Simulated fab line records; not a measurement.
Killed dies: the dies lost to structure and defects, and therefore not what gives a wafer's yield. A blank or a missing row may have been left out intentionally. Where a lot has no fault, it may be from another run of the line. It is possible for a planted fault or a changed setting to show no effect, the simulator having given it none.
fab line records || flow rit_cmos
record {"lots": 13, "wafers": 39, "last_day": 7}
route steps=202 shown NLDD@112 PLDD@124
lots untouched by any fault: they come from a run of this same line in which no faults occurred
start_h: start of the lot's first displayed wafer, in hours after the record's first day || wait_h: hours elapsed since this lot's preceding step || " unchanged from the row above || L1.1+2: a row that stands for several wafers || - no value, or no start given || * or withheld: withheld || < > ~ a bound
route shown NAME@n: NAME is a module with steps in the file, n the number in the route of the first one || usual: mean/standard deviation of fault-free wafers || same: alike in all rows || chamber/n: place in a boat || sites: the reading at each site || _std_site: how widely they spread, as a standard deviation || _edge_site: the outer-site mean with the inner-site mean subtracted || radius_mm: how far each site lies from the wafer's centre || mask NAME#n: copy n || behind: the last tool/chamber to shape the wafer || hold: why the lot was held/for how many hours/how that ended || device: which transistor (n, p or np) failed to switch || end of line: tests of these same wafers at the route's end || for a step that has no rows: nothing shown but its recipe || killed: the dies lost at the first sort to structure and to defects; this is not the yield of the wafer || map: a wafer's dies, x killed, . not, _ none there
set.NAME: the setting the step ran with; set.NAME@STEP: the setting that earlier step ran with || model.NAME: the simulator's own value behind a step, which no gauge read
a sample of lots followed through the steps of the route, with each step as a table and each wafer as a row
services: a tool's chamber out of use, with start hour (start_h, from the record's first day; less than 0 if before it), hours out, and reason
## steps
# step RIT_NLDD_STRIP_09
# recipe {"chemistry": "O2", "time_s": 180, "resist": "NOVOLAK", "platen_temp_c": "withheld", "power_w": 500, "pressure_mtorr": 4000, "o2_flow_sccm": 4000}
# usual {"chamber_pressure_mTorr": "4000/3.7", "drypump_motor_current_A": "5.7/0.38", "run_length_s": "208.1/0.45"}
{"lot.wafer": "L745.2", "tool": "plasma_asher-03", "chamber": 0, "start_h": 55.60, "wait_h": 0.1, "chamber_pressure_mTorr": 4002, "drypump_motor_current_A": 5.9, "rf_hours_counter_h": 36, "run_length_s": 207.5}
{"lot.wafer": "L745.5", "tool": "plasma_asher-03", "chamber": 0, "start_h": 55.60, "wait_h": 0.1, "chamber_pressure_mTorr": 3991, "drypump_motor_current_A": 5.8, "rf_hours_counter_h": "-", "run_length_s": 207.8}
{"lot.wafer": "L745.6", "tool": "plasma_asher-03", "chamber": 1, "start_h": 55.60, "wait_h": 0.1, "chamber_pressure_mTorr": 3999, "drypump_motor_current_A": 5.2, "rf_hours_counter_h": "-", "run_length_s": 207.9}
{"lot.wafer": "L746.1", "tool": "plasma_asher-01", "chamber": 1, "start_h": 62.88, "wait_h": 0.1, "chamber_pressure_mTorr": 4000, "drypump_motor_current_A": 6.0, "rf_hours_counter_h": 42, "run_length_s": 208.1}
{"lot.wafer": "L746.5", "tool": "plasma_asher-01", "chamber": 0, "start_h": 62.88, "wait_h": 0.1, "chamber_pressure_mTorr": 4000, "drypump_motor_current_A": 5.2, "rf_hours_counter_h": "-", "run_length_s": 208.6}
{"lot.wafer": "L746.6", "tool": "plasma_asher-01", "chamber": 1, "start_h": 62.88, "wait_h": 0.1, "chamber_pressure_mTorr": 3998, "drypump_motor_current_A": 6.1, "rf_hours_counter_h": "-", "run_length_s": 207.2}
{"lot.wafer": "L748.2", "tool": "plasma_asher-02", "chamber": 1, "start_h": 67.29, "wait_h": 0.1, "chamber_pressure_mTorr": 4007, "drypump_motor_current_A": 5.7, "rf_hours_counter_h": 28, "run_length_s": 208.3}
{"lot.wafer": "L748.4", "tool": "plasma_asher-02", "chamber": 1, "start_h": 67.29, "wait_h": 0.1, "chamber_pressure_mTorr": 4001, "drypump_motor_current_A": 5.7, "rf_hours_counter_h": "-", "run_length_s": 207.9}
{"lot.wafer": "L748.5", "tool": "plasma_asher-02", "chamber": 1, "start_h": 67.29, "wait_h": 0.1, "chamber_pressure_mTorr": 3999, "drypump_motor_current_A": 5.7, "rf_hours_counter_h": "-", "run_length_s": 208.8}
{"lot.wafer": "L747.2", "tool": "plasma_asher-03", "chamber": 0, "start_h": 67.53, "wait_h": 0.1, "chamber_pressure_mTorr": 3996, "drypump_motor_current_A": 5.8, "rf_hours_counter_h": 38, "run_length_s": 207.6}
{"lot.wafer": "L747.4", "tool": "plasma_asher-03", "chamber": 1, "start_h": 67.53, "wait_h": 0.1, "chamber_pressure_mTorr": 4006, "drypump_motor_current_A": 5.2, "rf_hours_counter_h": "-", "run_length_s": 207.9}
{"lot.wafer": "L747.6", "tool": "plasma_asher-03", "chamber": 1, "start_h": 67.53, "wait_h": 0.1, "chamber_pressure_mTorr": 4008, "drypump_motor_current_A": 5.2, "rf_hours_counter_h": "-", "run_length_s": 208.2}
{"lot.wafer": "L752.1", "tool": "plasma_asher-02", "chamber": 1, "start_h": 89.47, "wait_h": 0.1, "chamber_pressure_mTorr": 3996, "drypump_motor_current_A": 5.7, "rf_hours_counter_h": 30, "run_length_s": 208.4}
{"lot.wafer": "L752.4", "tool": "plasma_asher-02", "chamber": 0, "start_h": 89.47, "wait_h": 0.1, "chamber_pressure_mTorr": 4004, "drypump_motor_current_A": 6.2, "rf_hours_counter_h": "-", "run_length_s": 208.9}
{"lot.wafer": "L752.6", "tool": "plasma_asher-02", "chamber": 0, "start_h": 89.47, "wait_h": 0.1, "chamber_pressure_mTorr": 4002, "drypump_motor_current_A": 6.2, "rf_hours_counter_h": "-", "run_length_s": 208.5}
{"lot.wafer": "L754.1", "tool": "plasma_asher-01", "chamber": 0, "start_h": 99.48, "wait_h": 0.1, "chamber_pressure_mTorr": 3999, "drypump_motor_current_A": 5.2, "rf_hours_counter_h": 46, "run_length_s": 208.2}
{"lot.wafer": "L754.2", "tool": "plasma_asher-01", "chamber": 1, "start_h": 99.48, "wait_h": 0.1, "chamber_pressure_mTorr": 4001, "drypump_motor_current_A": 6.1, "rf_hours_counter_h": 46, "run_length_s": 207.3}
{"lot.wafer": "L754.4", "tool": "plasma_asher-01", "chamber": 0, "start_h": 99.48, "wait_h": 0.1, "chamber_pressure_mTorr": 4001, "drypump_motor_current_A": 5.2, "rf_hours_counter_h": "-", "run_length_s": 208.4}
{"lot.wafer": "L755.1", "tool": "plasma_asher-03", "chamber": 0, "start_h": 107.40, "wait_h": 0.1, "chamber_pressure_mTorr": 3997, "drypump_motor_current_A": 5.8, "rf_hours_counter_h": 42, "run_length_s": 207.8}
{"lot.wafer": "L755.2", "tool": "plasma_asher-03", "chamber": 1, "start_h": 107.40, "wait_h": 0.1, "chamber_pressure_mTorr": 4006, "drypump_motor_current_A": 5.2, "rf_hours_counter_h": 42, "run_length_s": 207.9}
{"lot.wafer": "L755.5", "tool": "plasma_asher-03", "chamber": 1, "start_h": 107.40, "wait_h": 0.1, "chamber_pressure_mTorr": 4001, "drypump_motor_current_A": 5.2, "rf_hours_counter_h": "-", "run_length_s": 208.3}
{"lot.wafer": "L756.1", "tool": "plasma_asher-02", "chamber": 1, "start_h": 113.30, "wait_h": 0.1, "chamber_pressure_mTorr": 4000, "drypump_motor_current_A": 5.7, "rf_hours_counter_h": 33, "run_length_s": 208.3}
{"lot.wafer": "L756.4", "tool": "plasma_asher-02", "chamber": 0, "start_h": 113.30, "wait_h": 0.1, "chamber_pressure_mTorr": 4006, "drypump_motor_current_A": 6.2, "rf_hours_counter_h": "-", "run_length_s": 208.5}
{"lot.wafer": "L756.6", "tool": "plasma_asher-02", "chamber": 0, "start_h": 113.30, "wait_h": 0.1, "chamber_pressure_mTorr": 4003, "drypump_motor_current_A": 6.2, "rf_hours_counter_h": "-", "run_length_s": 208.7}
{"lot.wafer": "L758.1", "tool": "plasma_asher-02", "chamber": 1, "start_h": 122.33, "wait_h": 0.1, "chamber_pressure_mTorr": 3997, "drypump_motor_current_A": 5.7, "rf_hours_counter_h": 34, "run_length_s": 72.2}
{"lot.wafer": "L758.5", "tool": "plasma_asher-02", "chamber": 1, "start_h": 122.33, "wait_h": 0.1, "chamber_pressure_mTorr": 4002, "drypump_motor_current_A": 5.7, "rf_hours_counter_h": "-", "run_length_s": 72.5}
{"lot.wafer": "L758.6", "tool": "plasma_asher-02", "chamber": 0, "start_h": 122.33, "wait_h": 0.1, "chamber_pressure_mTorr": 4001, "drypump_motor_current_A": 6.2, "rf_hours_counter_h": "-", "run_length_s": 72.4}
{"lot.wafer": "L759.1", "tool": "plasma_asher-01", "chamber": 0, "start_h": 123.17, "wait_h": 0.1, "chamber_pressure_mTorr": 4001, "drypump_motor_current_A": 5.2, "rf_hours_counter_h": 1, "run_length_s": 208.4}
{"lot.wafer": "L759.4", "tool": "plasma_asher-01", "chamber": 1, "start_h": 123.17, "wait_h": 0.1, "chamber_pressure_mTorr": 4001, "drypump_motor_current_A": 6.1, "rf_hours_counter_h": "-", "run_length_s": 207.2}
{"lot.wafer": "L759.5", "tool": "plasma_asher-01", "chamber": 1, "start_h": 123.17, "wait_h": 0.1, "chamber_pressure_mTorr": 4004, "drypump_motor_current_A": 6.1, "rf_hours_counter_h": "-", "run_length_s": 207.5}
{"lot.wafer": "L761.2", "tool": "plasma_asher-03", "chamber": 0, "start_h": 135.97, "wait_h": 0.1, "chamber_pressure_mTorr": 4003, "drypump_motor_current_A": 5.8, "rf_hours_counter_h": 45, "run_length_s": 208.2}
{"lot.wafer": "L761.3", "tool": "plasma_asher-03", "chamber": 0, "start_h": 135.97, "wait_h": 0.1, "chamber_pressure_mTorr": 4006, "drypump_motor_current_A": 5.8, "rf_hours_counter_h": "-", "run_length_s": 208.0}
{"lot.wafer": "L761.5", "tool": "plasma_asher-03", "chamber": 1, "start_h": 135.97, "wait_h": 0.1, "chamber_pressure_mTorr": 4008, "drypump_motor_current_A": 5.2, "rf_hours_counter_h": "-", "run_length_s": 207.9}
{"lot.wafer": "L765.1", "tool": "plasma_asher-03", "chamber": 1, "start_h": 150.67, "wait_h": 0.1, "chamber_pressure_mTorr": 4001, "drypump_motor_current_A": 5.2, "rf_hours_counter_h": 47, "run_length_s": 208.0}
{"lot.wafer": "L765.4", "tool": "plasma_asher-03", "chamber": 1, "start_h": 150.67, "wait_h": 0.1, "chamber_pressure_mTorr": 4003, "drypump_motor_current_A": 5.2, "rf_hours_counter_h": "-", "run_length_s": 208.4}
{"lot.wafer": "L765.6", "tool": "plasma_asher-03", "chamber": 1, "start_h": 150.67, "wait_h": 0.1, "chamber_pressure_mTorr": 4000, "drypump_motor_current_A": 5.2, "rf_hours_counter_h": "-", "run_length_s": 208.3}
{"lot.wafer": "L766.1", "tool": "plasma_asher-01", "chamber": 0, "start_h": 160.17, "wait_h": 0.1, "chamber_pressure_mTorr": 3995, "drypump_motor_current_A": 5.2, "rf_hours_counter_h": 4, "run_length_s": 208.1}
{"lot.wafer": "L766.2", "tool": "plasma_asher-01", "chamber": 1, "start_h": 160.17, "wait_h": 0.1, "chamber_pressure_mTorr": 3999, "drypump_motor_current_A": 6.1, "rf_hours_counter_h": 4, "run_length_s": 207.7}
{"lot.wafer": "L766.5", "tool": "plasma_asher-01", "chamber": 1, "start_h": 160.17, "wait_h": 0.1, "chamber_pressure_mTorr": 3999, "drypump_motor_current_A": 6.0, "rf_hours_counter_h": "-", "run_length_s": 207.2}
# step RIT_PLDD_TW_MEAS_10
# usual {"PLDD_TW": "2353/16"}
{"lot.wafer": "L745.2", "tool": "film_metro-02", "chamber": "-", "start_h": 57.33, "wait_h": 0.1, "PLDD_TW": 2337}
{"lot.wafer": "L745.5", "tool": "film_metro-02", "chamber": "-", "start_h": 57.33, "wait_h": 0.1, "PLDD_TW": 2322}
{"lot.wafer": "L745.6", "tool": "film_metro-02", "chamber": "-", "start_h": 57.33, "wait_h": 0.1, "PLDD_TW": 2322}
{"lot.wafer": "L746.1", "tool": "film_metro-04", "chamber": "-", "start_h": 64.60, "wait_h": 0.1, "PLDD_TW": 2341}
{"lot.wafer": "L746.5", "tool": "film_metro-04", "chamber": "-", "start_h": 64.60, "wait_h": 0.1, "PLDD_TW": 2356}
{"lot.wafer": "L746.6", "tool": "film_metro-04", "chamber": "-", "start_h": 64.60, "wait_h": 0.1, "PLDD_TW": 2367}
{"lot.wafer": "L748.2", "tool": "film_metro-02", "chamber": "-", "start_h": 69.16, "wait_h": 0.1, "PLDD_TW": 2311}
{"lot.wafer": "L748.4", "tool": "film_metro-02", "chamber": "-", "start_h": 69.16, "wait_h": 0.1, "PLDD_TW": 2321}
{"lot.wafer": "L748.5", "tool": "film_metro-02", "chamber": "-", "start_h": 69.16, "wait_h": 0.1, "PLDD_TW": 2327}
{"lot.wafer": "L747.2", "tool": "film_metro-04", "chamber": "-", "start_h": 69.31, "wait_h": 0.1, "PLDD_TW": 2356}
{"lot.wafer": "L747.4", "tool": "film_metro-04", "chamber": "-", "start_h": 69.31, "wait_h": 0.1, "PLDD_TW": 2363}
{"lot.wafer": "L747.6", "tool": "film_metro-04", "chamber": "-", "start_h": 69.31, "wait_h": 0.1, "PLDD_TW": 2351}
{"lot.wafer": "L752.1", "tool": "film_metro-03", "chamber": "-", "start_h": 91.57, "wait_h": 0.1, "PLDD_TW": 2374}
{"lot.wafer": "L752.4", "tool": "film_metro-03", "chamber": "-", "start_h": 91.57, "wait_h": 0.1, "PLDD_TW": 2375}
{"lot.wafer": "L752.6", "tool": "film_metro-03", "chamber": "-", "start_h": 91.57, "wait_h": 0.1, "PLDD_TW": 2375}
{"lot.wafer": "L754.1", "tool": "film_metro-02", "chamber": "-", "start_h": 101.14, "wait_h": 0.1, "PLDD_TW": 2340}
{"lot.wafer": "L754.2", "tool": "film_metro-02", "chamber": "-", "start_h": 101.14, "wait_h": 0.1, "PLDD_TW": 2341}
{"lot.wafer": "L754.4", "tool": "film_metro-02", "chamber": "-", "start_h": 101.14, "wait_h": 0.1, "PLDD_TW": 2345}
{"lot.wafer": "L755.1", "tool": "film_metro-04", "chamber": "-", "start_h": 108.99, "wait_h": 0.1, "PLDD_TW": 2362}
{"lot.wafer": "L755.2", "tool": "film_metro-04", "chamber": "-", "start_h": 108.99, "wait_h": 0.1, "PLDD_TW": 2366}
{"lot.wafer": "L755.5", "tool": "film_metro-04", "chamber": "-", "start_h": 108.99, "wait_h": 0.1, "PLDD_TW": 2353}
{"lot.wafer": "L756.1", "tool": "film_metro-04", "chamber": "-", "start_h": 114.90, "wait_h": 0.1, "PLDD_TW": 2363}
{"lot.wafer": "L756.4", "tool": "film_metro-04", "chamber": "-", "start_h": 114.90, "wait_h": 0.1, "PLDD_TW": 2364}
{"lot.wafer": "L756.6", "tool": "film_metro-04", "chamber": "-", "start_h": 114.90, "wait_h": 0.1, "PLDD_TW": 2364}
{"lot.wafer": "L758.1", "tool": "film_metro-02", "chamber": "-", "start_h": 124.02, "wait_h": 0.1, "PLDD_TW": 30}
{"lot.wafer": "L758.5", "tool": "film_metro-02", "chamber": "-", "start_h": 124.02, "wait_h": 0.1, "PLDD_TW": 30}
{"lot.wafer": "L758.6", "tool": "film_metro-02", "chamber": "-", "start_h": 124.02, "wait_h": 0.1, "PLDD_TW": 30}
{"lot.wafer": "L759.1", "tool": "film_metro-02", "chamber": "-", "start_h": 124.81, "wait_h": 0.1, "PLDD_TW": 2343}
{"lot.wafer": "L759.4", "tool": "film_metro-02", "chamber": "-", "start_h": 124.81, "wait_h": 0.1, "PLDD_TW": 2342}
{"lot.wafer": "L759.5", "tool": "film_metro-02", "chamber": "-", "start_h": 124.81, "wait_h": 0.1, "PLDD_TW": 2349}
{"lot.wafer": "L761.2", "tool": "film_metro-03", "chamber": "-", "start_h": 137.58, "wait_h": 0.1, "PLDD_TW": 2363}
{"lot.wafer": "L761.3", "tool": "film_metro-03", "chamber": "-", "start_h": 137.58, "wait_h": 0.1, "PLDD_TW": 2357}
{"lot.wafer": "L761.5", "tool": "film_metro-03", "chamber": "-", "start_h": 137.58, "wait_h": 0.1, "PLDD_TW": 2372}
{"lot.wafer": "L765.1", "tool": "film_metro-04", "chamber": "-", "start_h": 152.27, "wait_h": 0.1, "PLDD_TW": 2368}
{"lot.wafer": "L765.4", "tool": "film_metro-04", "chamber": "-", "start_h": 152.27, "wait_h": 0.1, "PLDD_TW": 2347}
{"lot.wafer": "L765.6", "tool": "film_metro-04", "chamber": "-", "start_h": 152.27, "wait_h": 0.1, "PLDD_TW": 2350}
{"lot.wafer": "L766.1", "tool": "film_metro-04", "chamber": "-", "start_h": 161.76, "wait_h": 0.1, "PLDD_TW": 2357}
{"lot.wafer": "L766.2", "tool": "film_metro-04", "chamber": "-", "start_h": 161.76, "wait_h": 0.1, "PLDD_TW": 2349}
{"lot.wafer": "L766.5", "tool": "film_metro-04", "chamber": "-", "start_h": 161.76, "wait_h": 0.1, "PLDD_TW": 2358}
## services
{"tool": "plasma_asher-02", "chamber": "-", "start_h": 38.91, "hours": 2.8, "kind": "pm"}
{"tool": "plasma_asher-01", "chamber": "-", "start_h": 75.98, "hours": 2.8, "kind": "pm"}
{"tool": "plasma_asher-03", "chamber": "-", "start_h": 102.96, "hours": 1.5, "kind": "repair"}
{"tool": "plasma_asher-01", "chamber": "-", "start_h": 108.75, "hours": 9.0, "kind": "pm"}
{"tool": "plasma_asher-01", "chamber": 0, "start_h": 108.75, "hours": 9.0, "kind": "vent_cycle"}
{"tool": "plasma_asher-01", "chamber": 1, "start_h": 108.75, "hours": 9.0, "kind": "vent_cycle"}
{"tool": "plasma_asher-01", "chamber": 0, "start_h": 117.75, "hours": "-", "kind": "clean"}
{"tool": "plasma_asher-01", "chamber": 1, "start_h": 117.75, "hours": "-", "kind": "clean"}
{"tool": "plasma_asher-02", "chamber": "-", "start_h": 119.58, "hours": 1.3, "kind": "repair"}
{"tool": "plasma_asher-01", "chamber": "-", "start_h": 123.57, "hours": 7.8, "kind": "repair"}
## key
first_sign {"step": "RIT_NLDD_STRIP_09", "reading": "run_length_s", "direction": "down", "sigmas": "99+", "usual": "*", "struck": "*"}
effect {"step": "RIT_PLDD_TW_MEAS_10", "reading": "PLDD_TW", "direction": "down", "sigmas": "99+", "usual": 2353, "struck": 30}
met_at RIT_NLDD_STRIP_09
struck_lots L758
sort_left_out L758.1,L758.5,L758.6
tester_left_out L758
onset_between 113.30 122.33
fault {"kind": "strip_aborted", "tool": "plasma_asher-02", "chamber": "-", "onset_h": 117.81, "steps": "RIT_NLDD_STRIP_09", "offset": 0.6, "end_h": 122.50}
# tester_left_out: of these lots the tester's yield and bins aren't shown, on N5 and GAA mostly nor the transistor test; their killed dies are dies lost to structure and defects alone, not to doping, threshold or leakage, so they don't give the yield
# sort_left_out: the simulated sort isn't trusted on such a fault, so these wafers' sort isn't shown, and their yield isn't known
